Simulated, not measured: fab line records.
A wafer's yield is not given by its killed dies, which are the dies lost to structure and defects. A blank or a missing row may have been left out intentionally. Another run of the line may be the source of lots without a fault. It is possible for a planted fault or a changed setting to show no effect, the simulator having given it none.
Which of the tools did it? | flow berkeley-cmos170 | 45 wafers sampled from 15 lots at 1 step of a route of 331

== WHAT THE GAUGES SHOWED, per wafer ==
UCB170_M1_OVL_MEAS_10.
lot  | measured     | on         | M1_OVL (nm)
L459 | day 8 18:41  | overlay-01 | -6 -8 -5
L461 | day 9 01:29  | overlay-01 | 6 11 8
L463 | day 9 19:46  | overlay-02 | -3 -1 -11
L464 | day 9 20:21  | overlay-01 | -8 -1 0
L465 | day 10 08:53 | overlay-01 | 2 5 7
L468 | day 10 19:01 | overlay-01 | 8 11 5
L467 | day 10 19:32 | overlay-01 | -3 -7 4
L469 | day 11 01:30 | overlay-01 | 3 6 4
L472 | day 11 09:00 | overlay-01 | 1 -5 -4
L471 | day 11 09:14 | overlay-02 | -2 -3 -1
L473 | day 11 17:31 | overlay-01 | 5 6 11
L475 | day 12 11:22 | overlay-01 | 0 5 7
L480 | day 12 18:20 | overlay-01 | -6 3 -2
L478 | day 12 19:49 | overlay-02 | 10 3 8
L477 | day 12 21:51 | overlay-02 | 8 8 8

== WHICH TOOL RAN EACH LOT (tool, then ch and the chambers of the sampled wafers, then the start) ==
The record shows no process step preceding these readings.

== AS READ BY THE TOOLS THEMSELVES (means over the sampled wafers that have a number; for cases with no such wafer, the mark the record gives instead) ==
The record holds no such reading with a usual standard deviation.

== THE ANSWER, worked out from the rows above alone ==
Rule: the usual values come from the lots themselves. Put in order of their means at a reading, lots are off if they are a third of the lots or fewer, leave a main group of 4 or more, and stand apart from it by a gap of 3 or more times the standard deviation of the main group's means; of several such gaps the widest counts. Not used: any main group whose means are identical at the precision the tables above print for the reading. Also off: a lot with no number at a reading for which 4 or more lots have one. Any other lot the step has rows for is counted as sound. First the gauges in route order, then the tools' own readings, where a lot's mean is used as printed above. At the first step where some lot is off, the reading lying furthest off is the one used; lots without a number count as furthest.
No lot is off on any of the readings shown, so nothing can be concluded from this.

== WHAT HAD BEEN PUT IN BY THE SIMULATOR ==
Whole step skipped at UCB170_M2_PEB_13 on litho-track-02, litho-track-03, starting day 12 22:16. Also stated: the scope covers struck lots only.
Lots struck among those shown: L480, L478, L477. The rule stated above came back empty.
